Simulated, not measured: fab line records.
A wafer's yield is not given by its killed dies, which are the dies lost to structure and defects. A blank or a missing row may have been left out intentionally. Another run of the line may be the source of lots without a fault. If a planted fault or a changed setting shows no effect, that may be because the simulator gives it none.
Struck lot and sound lot, side by side	flow rit cmos	15 steps out of a route of 202
Sound: wafers L655.2, L655.3, L655.5. Struck: wafer L662.3. (L662.1, L662.4 of the same lot were not struck and are left out.) The cause comes at the end.
For every step that has rows: the tool of each side, followed by ch and its chambers, followed by its first start. Under that, the readings that differ: sound wafers	struck wafers	difference of the means	sigmas: that difference in standard deviations of wafers without a fault.
alike: readings whose means differ by less than 2 such deviations, and words and numbers that are the same on both sides. not compared: withheld readings, readings that some wafer has no value for, bounds like >300 that may hide the same value, and numbers for which the record gives no deviation and whose values overlap.
A row with sigmas, a row that says differs or no value, or rows on one side alone: a step with any of these is where the two part. When numbers do not overlap yet have no deviation, they are printed without sigmas and do not part them. A reading missing from all wafers of one side parts the sides only when that side holds two or more wafers.

RIT_M1_SPUTTER_00: material Al, target thk 400 nm, time 500 s.
  struck on pvd sputter-02, day 5 23:17; sound on pvd sputter-01, day 4 13:19
reading	sound	struck	difference	sigmas
chamber pressure pa (Pa)	0.4013 0.4004 0.4003	0.3985	-0.0022	-3
  alike: throttle valve pct
RIT_M1_RS_MEAS_01: measurement is done with a four-point probe.
  struck on film metro-01, day 5 23:35; sound on film metro-01, day 4 13:37
  alike: M1_AL_RS
RIT_M1_THK_MEAS_02: measures by xrf.
  struck on film metro-01, day 5 23:42; sound on film metro-01, day 4 13:44
  alike: M1_AL_THK
then, 6 steps without rows for these wafers: RIT_M1_HMDS_03 (prime time 60 s); RIT_M1_COAT_04 (resist thk 1300 nm); RIT_M1_SOFTBAKE_05 (time 60 s); RIT_M1_EXPOSE_06 (exposes mask M12, target cd 2600 nm); RIT_M1_PEB_07; RIT_M1_DEVELOP_08 (develop time 68 s).
RIT_M1_CD_MEAS_09: target cd 2600 nm.
  struck on cd sem-02, day 6 00:48; sound on cd sem-01, day 4 14:49
  alike: cd nm
RIT_M1_OVL_MEAS_10:
  struck on overlay-02, day 6 00:55; sound on overlay-02, day 4 14:55
  alike: M1_OVL
then, 1 step without rows for these wafers: RIT_M1_HARDBAKE_11 (time 120 s).
RIT_M1_METAL_ETCH_12: etches Al in Cl2/BCl3, stops on SiO2, time 165 s, target depth 600 nm.
  sound on rie metal-03 ch 0,1, day 4 15:12; struck on rie metal-01 ch 0, day 6 01:14
reading	sound	struck	difference	sigmas
throttle valve pct (%)	8.14 8.07 8.08	8.34	+0.24	+3
model.NOVOLAK_of_M1_COAT_04.thk nm (nm)	805.5 803 804.2	691.7	-112.5	
model.SiO2_of_CONTACT_CVD_00.thk nm (nm)	353.5 366.2 365.3	347.5	-14.2	
model.M1.feature depth nm (nm)	428.3 434.9 425.1	444.7	+15.3	
  alike: drypump motor current A, oes product au
  not compared: rf hours counter h
then, 1 step without rows for these wafers: RIT_M1_STRIP_13 (strips in nmp, time 600 s).
RIT_M1_PROBE_99:
  struck on prober-01, day 6 03:41; sound on prober-02, day 4 18:09
reading	sound	struck	difference	sigmas
killed open	2 8 5	10	+5	+2
model.etest.antenna m1.vt shift v (V)	-0.01437 -0.0118 -0.01302	-0.02072	-0.00766	
  alike: defect limited yield, killed at contacts, killed at front end, killed dies, killed short, sort_bin_3_pad_short, sort_bin_5_function, sort_bin_6_memory, sort n pass, sort yield pct

WHERE THEY PART
Last at RIT_M1_PROBE_99 as far as this record goes, first at RIT_M1_SPUTTER_00.

WHY: what had been put in by the simulator
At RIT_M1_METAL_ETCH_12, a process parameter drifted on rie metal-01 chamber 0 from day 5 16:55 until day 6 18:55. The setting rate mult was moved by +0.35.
